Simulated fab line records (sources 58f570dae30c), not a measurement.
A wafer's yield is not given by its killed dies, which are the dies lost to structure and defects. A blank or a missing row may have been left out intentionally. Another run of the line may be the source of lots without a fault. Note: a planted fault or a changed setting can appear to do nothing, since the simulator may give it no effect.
Tool commonality check | flow berkeley_cmos170 | Sampled: 15 lots, 45 wafers

## WHY THIS WAS OPENED
Of 15 lots, 3 have the reading M2_AL_RS flagged at UCB170_M2_RS_MEAS_02. No-fault wafers: 0.0323 ohm/sq, standard deviation 0.00041.
Rule: flag the lot when none of its wafers has a number, or when each of its wafers that has one lies beyond 4 standard deviations from that mean. The rest of the lots are taken to be sound.

lot  | measured     | on            | M2_AL_RS (ohm/sq), wafer by wafer | flag
L884 | day 8 01:25  | film_metro-04 | 0.0321 0.0319 0.0326              |
L885 | day 8 16:05  | film_metro-03 | 0.0322 0.0322 0.0327              |
L889 | day 9 03:44  | film_metro-04 | 0.0317 0.0323 0.0318              |
L887 | day 9 03:53  | film_metro-01 | 0.0330 0.0328 0.0326              |
L888 | day 9 04:42  | film_metro-03 | 0.0326 0.0326 0.0324              |
L892 | day 10 09:20 | film_metro-04 | 0.0314 0.0319 0.0315              |
L893 | day 10 09:26 | film_metro-03 | 0.0319 0.0322 0.0318              |
L894 | day 10 09:38 | film_metro-01 | 0.0319 0.0322 0.0324              |
L896 | day 11 02:23 | film_metro-04 | 0.0321 0.0325 0.0325              |
L899 | day 11 11:36 | film_metro-01 | 0.0316 0.0313 0.0319              |
L900 | day 11 12:03 | film_metro-03 | 0.0296 0.0291 0.0294              | FLAGGED
L897 | day 11 13:02 | film_metro-04 | 0.0293 0.0300 0.0299              | FLAGGED
L902 | day 12 02:37 | film_metro-04 | 0.0295 0.0294 0.0292              | FLAGGED
L903 | day 12 14:22 | film_metro-01 | 0.0317 0.0319 0.0318              |
L905 | day 12 18:19 | film_metro-03 | 0.0330 0.0324 0.0328              |
On average the flagged lots' numbers are 0.0295 ohm/sq, which is -0.0028 ohm/sq against the usual, or -7 standard deviations.

## LOT BY LOT: THE TOOL USED
The record holds 1 process step before the reading, out of a route of 331 steps. In each cell: the tool, then ch and the chambers that the sampled wafers went through, then the start.
lot  | flag    | UCB170_M2_SPUTTER_01
L884 |         | pvd_sputter-03, day 8 01:19
L885 |         | pvd_sputter-03, day 8 16:00
L889 |         | pvd_sputter-01, day 9 03:40
L887 |         | pvd_sputter-02, day 9 03:49
L888 |         | pvd_sputter-03, day 9 04:37
L892 |         | pvd_sputter-01, day 10 09:14
L893 |         | pvd_sputter-03, day 10 09:21
L894 |         | pvd_sputter-02, day 10 09:30
L896 |         | pvd_sputter-03, day 11 02:17
L899 |         | pvd_sputter-01, day 11 11:29
L900 | FLAGGED | pvd_sputter-03, day 11 11:55
L897 | FLAGGED | pvd_sputter-03, day 11 12:56
L902 | FLAGGED | pvd_sputter-03, day 12 02:32
L903 |         | pvd_sputter-01, day 12 14:14
L905 |         | pvd_sputter-02, day 12 18:11
These steps, and what they do:
- UCB170_M2_SPUTTER_01: material Al, target thk 900 nm, time 120 s.
- UCB170_M2_RS_MEAS_02: measures by four-point-probe.

## FLAGGED OVER TOTAL, TOOL BY TOOL (the gauges that took the reading come last)
step                 | tool           | lots run | flagged | share of the flagged lots | sound lots run after its first flagged lot
UCB170_M2_SPUTTER_01 | pvd_sputter-01 | 4        | 0       | none                      | -
UCB170_M2_SPUTTER_01 | pvd_sputter-02 | 3        | 0       | none                      | -
UCB170_M2_SPUTTER_01 | pvd_sputter-03 | 8        | 3       | all                       | 0
UCB170_M2_RS_MEAS_02 | film_metro-01  | 4        | 0       | none                      | -
UCB170_M2_RS_MEAS_02 | film_metro-03  | 5        | 1       | some                      | 1 (L905)
UCB170_M2_RS_MEAS_02 | film_metro-04  | 6        | 2       | some                      | 0

## WHAT IS ALLOWED BY THE TABLE
Rows of the table that ran each flagged lot: 1, that is pvd_sputter-03 at UCB170_M2_SPUTTER_01.
- pvd_sputter-03 at UCB170_M2_SPUTTER_01: 3 of its 8 lots flagged. A fault beginning between L896 (day 11 02:17), its last sound lot, and L900 (day 11 11:55), its first flagged one, fits the data. Its own readings lie more than 4 standard deviations out on every wafer of the flagged lots: cathode_dc_power_W.
Left over: one tool, pvd_sputter-03 at UCB170_M2_SPUTTER_01.

## WHAT WAS PUT IN BY THE SIMULATOR
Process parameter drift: pvd_sputter-03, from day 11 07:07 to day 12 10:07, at UCB170_M2_SPUTTER_01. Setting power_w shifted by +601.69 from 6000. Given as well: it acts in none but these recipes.
Shown lots that were struck: L900, L897, L902. The rule given above showed the same thing.
